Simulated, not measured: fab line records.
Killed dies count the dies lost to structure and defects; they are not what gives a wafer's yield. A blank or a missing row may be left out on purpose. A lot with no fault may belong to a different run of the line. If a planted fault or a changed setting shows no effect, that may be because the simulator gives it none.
Tool commonality check || flow ritCmos || 15 lots, 45 wafers sampled

== WHY IT WAS OPENED ==
RIT_NRETRO_OVL_MEAS_06, reading NRETRO_OVL: flagged on 3 of 15 lots. Wafers without a fault read -0.1 nm, standard deviation 1.5.
Rule: a lot is flagged in two cases, either no wafer of it has a number, or all its wafers with numbers fall more than 4 standard deviations from that mean. All remaining lots are regarded as sound.

{"lot": "L212", "measured": "day 2 05:50", "on": "overlay-02", "NRETRO_OVL (nm), wafer by wafer": "-2.5 -2.0 -0.8", "flag": ""}
{"lot": "L213", "measured": "day 2 09:52", "on": "overlay-01", "NRETRO_OVL (nm), wafer by wafer": "0.7 1.0 3.4", "flag": ""}
{"lot": "L215", "measured": "day 2 21:54", "on": "overlay-02", "NRETRO_OVL (nm), wafer by wafer": "-0.1 -2.3 -2.5", "flag": ""}
{"lot": "L216", "measured": "day 3 03:06", "on": "overlay-02", "NRETRO_OVL (nm), wafer by wafer": "0.5 1.0 -0.3", "flag": ""}
{"lot": "L219", "measured": "day 3 19:52", "on": "overlay-02", "NRETRO_OVL (nm), wafer by wafer": "418.7 419.8 422.3", "flag": "FLAGGED"}
{"lot": "L221", "measured": "day 4 02:01", "on": "overlay-02", "NRETRO_OVL (nm), wafer by wafer": "418.3 419.2 419.7", "flag": "FLAGGED"}
{"lot": "L222", "measured": "day 4 07:39", "on": "overlay-01", "NRETRO_OVL (nm), wafer by wafer": "419.2 418.6 419.9", "flag": "FLAGGED"}
{"lot": "L225", "measured": "day 4 22:19", "on": "overlay-02", "NRETRO_OVL (nm), wafer by wafer": "-0.6 -0.5 -2.2", "flag": ""}
{"lot": "L226", "measured": "day 5 03:19", "on": "overlay-02", "NRETRO_OVL (nm), wafer by wafer": "-2.0 -2.7 -0.7", "flag": ""}
{"lot": "L227", "measured": "day 5 10:02", "on": "overlay-02", "NRETRO_OVL (nm), wafer by wafer": "-1.6 1.9 -0.7", "flag": ""}
{"lot": "L229", "measured": "day 5 19:20", "on": "overlay-01", "NRETRO_OVL (nm), wafer by wafer": "-1.0 -0.3 -0.8", "flag": ""}
{"lot": "L230", "measured": "day 5 22:39", "on": "overlay-01", "NRETRO_OVL (nm), wafer by wafer": "-0.5 -0.6 -1.2", "flag": ""}
{"lot": "L233", "measured": "day 6 14:41", "on": "overlay-01", "NRETRO_OVL (nm), wafer by wafer": "-0.2 -0.1 -0.8", "flag": ""}
{"lot": "L234", "measured": "day 6 18:49", "on": "overlay-02", "NRETRO_OVL (nm), wafer by wafer": "-0.7 -2.0 -1.1", "flag": ""}
{"lot": "L235", "measured": "day 7 00:25", "on": "overlay-01", "NRETRO_OVL (nm), wafer by wafer": "-1.1 -3.7 -1.5", "flag": ""}
The numbers of the flagged lots are 419.5 nm on average: +419.6 nm against the usual, or +99 or more standard deviations.

== EACH LOT AND THE TOOL IT RAN ON ==
The record keeps 1 process step preceding the reading, out of 202 steps on the route. In each cell: the tool, then ch and the chambers that the sampled wafers went through, then the start.
{"lot": "L212", "flag": "", "RIT_NRETRO_EXPOSE_03": "ilineStepper-02 ch 0, day 2 05:26"}
{"lot": "L213", "flag": "", "RIT_NRETRO_EXPOSE_03": "ilineStepper-01 ch 0, day 2 09:26"}
{"lot": "L215", "flag": "", "RIT_NRETRO_EXPOSE_03": "ilineStepper-02 ch 0, day 2 21:29"}
{"lot": "L216", "flag": "", "RIT_NRETRO_EXPOSE_03": "ilineStepper-01 ch 0, day 3 02:40"}
{"lot": "L219", "flag": "FLAGGED", "RIT_NRETRO_EXPOSE_03": "ilineStepper-01 ch 0, day 3 19:26"}
{"lot": "L221", "flag": "FLAGGED", "RIT_NRETRO_EXPOSE_03": "ilineStepper-01 ch 0, day 4 01:36"}
{"lot": "L222", "flag": "FLAGGED", "RIT_NRETRO_EXPOSE_03": "ilineStepper-01 ch 0, day 4 07:13"}
{"lot": "L225", "flag": "", "RIT_NRETRO_EXPOSE_03": "ilineStepper-02 ch 0, day 4 21:54"}
{"lot": "L226", "flag": "", "RIT_NRETRO_EXPOSE_03": "ilineStepper-02 ch 0, day 5 02:53"}
{"lot": "L227", "flag": "", "RIT_NRETRO_EXPOSE_03": "ilineStepper-02 ch 0, day 5 09:37"}
{"lot": "L229", "flag": "", "RIT_NRETRO_EXPOSE_03": "ilineStepper-02 ch 0, day 5 18:54"}
{"lot": "L230", "flag": "", "RIT_NRETRO_EXPOSE_03": "ilineStepper-02 ch 0, day 5 22:13"}
{"lot": "L233", "flag": "", "RIT_NRETRO_EXPOSE_03": "ilineStepper-02 ch 0, day 6 14:18"}
{"lot": "L234", "flag": "", "RIT_NRETRO_EXPOSE_03": "ilineStepper-02 ch 0, day 6 18:26"}
{"lot": "L235", "flag": "", "RIT_NRETRO_EXPOSE_03": "ilineStepper-02 ch 0, day 6 23:59"}
What the steps here do:
- RIT_NRETRO_EXPOSE_03: exposes mask M4, target cd 43900 nm.
- RIT_NRETRO_OVL_MEAS_06

== FLAGGED AGAINST TOTAL, ONE TOOL AT A TIME (gauges that did the reading follow at the end) ==
{"step": "RIT_NRETRO_EXPOSE_03", "tool": "ilineStepper-01", "lots run": 5, "flagged": 3, "share of the flagged lots": "all", "sound lots run after its first flagged lot": 0}
{"step": "RIT_NRETRO_EXPOSE_03", "tool": "ilineStepper-02", "lots run": 10, "flagged": 0, "share of the flagged lots": "none", "sound lots run after its first flagged lot": "-"}
{"step": "RIT_NRETRO_OVL_MEAS_06", "tool": "overlay-01", "lots run": 6, "flagged": 1, "share of the flagged lots": "some", "sound lots run after its first flagged lot": "4 (L229,L230,L233,L235)"}
{"step": "RIT_NRETRO_OVL_MEAS_06", "tool": "overlay-02", "lots run": 9, "flagged": 2, "share of the flagged lots": "some", "sound lots run after its first flagged lot": "4 (L225,L226,L227,L234)"}

== WHAT THE TABLE ALLOWS ==
All flagged lots share 1 row of the table, namely ilineStepper-01 at RIT_NRETRO_EXPOSE_03.
- ilineStepper-01 at RIT_NRETRO_EXPOSE_03 ran 5 lots, 3 of them flagged. A fault beginning between L216 (day 3 02:40), its last sound lot, and L219 (day 3 19:26), its first flagged one, fits the data.
Left over: one tool, ilineStepper-01 at RIT_NRETRO_EXPOSE_03.

== WHAT THE SIMULATOR HAD INSERTED ==
Scanner matching overlay: ilineStepper-01, from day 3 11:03 on, at RIT_NRETRO_EXPOSE_03. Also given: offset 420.
Shown lots that were struck: L219, L221, L222. The same result came from the rule above.
